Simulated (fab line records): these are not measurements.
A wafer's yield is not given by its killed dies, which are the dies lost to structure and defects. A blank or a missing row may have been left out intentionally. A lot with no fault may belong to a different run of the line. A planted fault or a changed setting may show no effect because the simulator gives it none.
Comparing a struck lot with a sound one :: flow ritCmos :: 44 out of 202 route steps
Sound: these wafers, L945.2, L945.3, L945.4. Struck: wafers L957.3, L957.4, L957.5. At the end, the cause is stated.
Per side, at each step with rows, come the tool, then ch with its chambers, and then its first start. Under that, the readings that differ: sound wafers :: struck wafers :: difference of the means :: sigmas: that difference in standard deviations of wafers without a fault.
alike: a reading whose means differ by less than 2 such deviations, as well as words and numbers matching on both sides. not compared: withheld readings; readings where some wafer has no value; bounds like >300 that might hide an equal value; numbers whose values overlap and for which the record gives no deviation.
A row with sigmas, a row that says differs or no value, or rows on one side alone: a step with any of these is where the two part. Numbers that have no deviation but don't overlap get no sigmas and don't part them. Lack of a reading on every wafer of one side parts them only where that side has two or more wafers.

first, 4 steps without rows for these wafers: RIT_PLDD_SOFTBAKE_02 (time 60 s); RIT_PLDD_EXPOSE_03 (exposes mask M8, target cd 40900 nm); RIT_PLDD_PEB_04; RIT_PLDD_DEVELOP_05 (develop time 50 s).
RIT_PLDD_OVL_MEAS_06:
  sound on overlay-02, day 3 16:59; struck on overlay-02, day 6 01:32
  alike: PLDD_OVL
then, 2 steps without rows for these wafers: RIT_PLDD_HARDBAKE_07 (time 60 s); RIT_PLDD_IMPLANT_08.
RIT_PLDD_STRIP_09: strips in O2, time 180 s.
  sound on plasmaAsher-02 ch 0,1, day 3 17:19; struck on plasmaAsher-01 ch 0,1, day 6 01:55
  alike: drypumpMotorCurrentA
  not compared: rfHoursCounterH
RIT_PLDD_TW_MEAS_10:
  sound on filmMetro-03, day 3 17:31; struck on filmMetro-03, day 6 02:03
  alike: PLDD_TW
then, 3 steps without rows for these wafers: RIT_SPACER_CLEAN_00 (cleans in SC1, time 600 s); RIT_SPACER_CLEAN_01 (cleans in dHF, time 30 s); RIT_SPACER_CLEAN_02 (cleans in SC2, time 600 s).
RIT_SPACER_CVD_03: deposits Si3N4 from SiH2Cl2/NH3, target thk 250 nm, time 3300 s.
  sound on lpcvd-02 ch 0, day 3 17:58; struck on lpcvd-02 ch 0, day 6 02:50
reading: model.Si3N4_of_SPACER_CVD_03.thkNm (nm)
sound: 246.7 247.2 247.2
struck: 201.5 200.8 202.2
difference: -45.5
sigmas: 
  alike: zonePowerCentrePct, zonePowerLoadPct
RIT_SPACER_THK_MEAS_04:
  sound on filmMetro-03, day 3 19:53; struck on filmMetro-01, day 6 04:47
reading: SPACER_NITRIDE_THK (nm)
sound: 246.6 247.1 247.2
struck: 201.5 200.7 202.3
difference: -45.5
sigmas: -15
RIT_SPACER_ETCHBACK_05: etches Si3N4 in SF6/CHF3, stops on SiO2, target depth 250 nm, time 240 s.
  sound on rieDiel-03 ch 0,2,3, day 3 19:56; struck on rieDiel-01 ch 0,1,3, day 6 04:49
reading: oesProductAu (a.u.)
sound: 0.845 0.843 0.833
struck: 0.733 0.719 0.750
difference: -0.106
sigmas: -8

reading: model.etch.depthNm (nm)
sound: 246.7 247.2 247.2
struck: 201.5 200.8 202.2
difference: -45.5
sigmas: 
  alike: drypumpMotorCurrentA, throttleValvePct
  not compared: rfHoursCounterH
then, 6 steps without rows for these wafers: RIT_NSD_HMDS_00 (prime time 60 s); RIT_NSD_COAT_01 (resist thk 1000 nm); RIT_NSD_SOFTBAKE_02 (time 60 s); RIT_NSD_EXPOSE_03 (exposes mask M9, target cd 40700 nm); RIT_NSD_PEB_04; RIT_NSD_DEVELOP_05 (develop time 50 s).
RIT_NSD_OVL_MEAS_06:
  sound on overlay-02, day 3 21:09; struck on overlay-01, day 6 05:50
reading: NSD_OVL (nm)
sound: -1.5 -0.8 -0.9
struck: 3.6 4.3 4.1
difference: +5.1
sigmas: +3
then, 2 steps without rows for these wafers: RIT_NSD_HARDBAKE_07 (time 60 s); RIT_NSD_IMPLANT_08.
RIT_NSD_STRIP_09: strips in O2, time 180 s.
  sound on plasmaAsher-01 ch 0,1, day 3 21:29; struck on plasmaAsher-01 ch 0,1, day 6 06:13
  alike: drypumpMotorCurrentA
  not compared: rfHoursCounterH
RIT_NSD_TW_MEAS_10:
  sound on filmMetro-03, day 3 21:40; struck on filmMetro-03, day 6 06:21
  alike: NSD_TW
then, 6 steps without rows for these wafers: RIT_PSD_HMDS_00 (prime time 60 s); RIT_PSD_COAT_01 (resist thk 1000 nm); RIT_PSD_SOFTBAKE_02 (time 60 s); RIT_PSD_EXPOSE_03 (exposes mask M10, target cd 40900 nm); RIT_PSD_PEB_04; RIT_PSD_DEVELOP_05 (develop time 50 s).
RIT_PSD_OVL_MEAS_06:
  sound on overlay-02, day 3 22:34; struck on overlay-02, day 6 07:15
  alike: PSD_OVL
then, 2 steps without rows for these wafers: RIT_PSD_HARDBAKE_07 (time 60 s); RIT_PSD_IMPLANT_08.
RIT_PSD_STRIP_09: strips in O2, time 180 s.
  sound on plasmaAsher-02 ch 0,1, day 3 22:54; struck on plasmaAsher-01 ch 0,1, day 6 07:38
  alike: drypumpMotorCurrentA
  not compared: rfHoursCounterH
RIT_PSD_TW_MEAS_10:
  sound on filmMetro-02, day 3 23:05; struck on filmMetro-01, day 6 07:46
  alike: PSD_TW
then, 3 steps without rows for these wafers: RIT_SDANNEAL_CLEAN_00 (cleans in SC1, time 600 s); RIT_SDANNEAL_CLEAN_01 (cleans in dHF, time 30 s); RIT_SDANNEAL_CLEAN_02 (cleans in SC2, time 600 s).
RIT_SDANNEAL_RTA_03: time 5 s.
  sound on rtpAnneal-01 ch 0, day 3 23:32; struck on rtpAnneal-01 ch 0, day 6 08:12
  alike: chamberO2Ppm, wafer_temp_C_max
RIT_SDANNEAL_RS_MEAS_04: uses a four-point probe to measure.
  sound on filmMetro-02, day 3 23:37; struck on filmMetro-01, day 6 08:17
  alike: PSD_RS
RIT_SILICIDE_WET_ETCH_00: etches SiO2 in BOE, target depth 14 nm, time 15 s.
  sound on wetBench-04 ch 0, day 4 00:04; struck on wetBench-03 ch 2, day 6 08:43
reading: model.Si3N4_of_SPACER_CVD_03.thkNm (nm)
sound: 192.9 193.8 193.2
struck: 156.6 156.6 158.4
difference: -36.1
sigmas: 
RIT_M1_PROBE_99:
  sound on prober-01, day 4 07:10; struck on prober-01, day 6 15:49
  alike: killedAtContacts, killedAtFrontEnd, killedDies, killedOpen, killedShort

## WHERE THEY PART
First at RIT_SPACER_THK_MEAS_04; last, within this record, at RIT_NSD_OVL_MEAS_06. Later steps at which nothing parts them and some readings are alike: RIT_NSD_STRIP_09, RIT_NSD_TW_MEAS_10, RIT_PSD_OVL_MEAS_06, RIT_PSD_STRIP_09, RIT_PSD_TW_MEAS_10, RIT_SDANNEAL_RTA_03, RIT_SDANNEAL_RS_MEAS_04, RIT_M1_PROBE_99.

WHY: the cause the simulator had injected
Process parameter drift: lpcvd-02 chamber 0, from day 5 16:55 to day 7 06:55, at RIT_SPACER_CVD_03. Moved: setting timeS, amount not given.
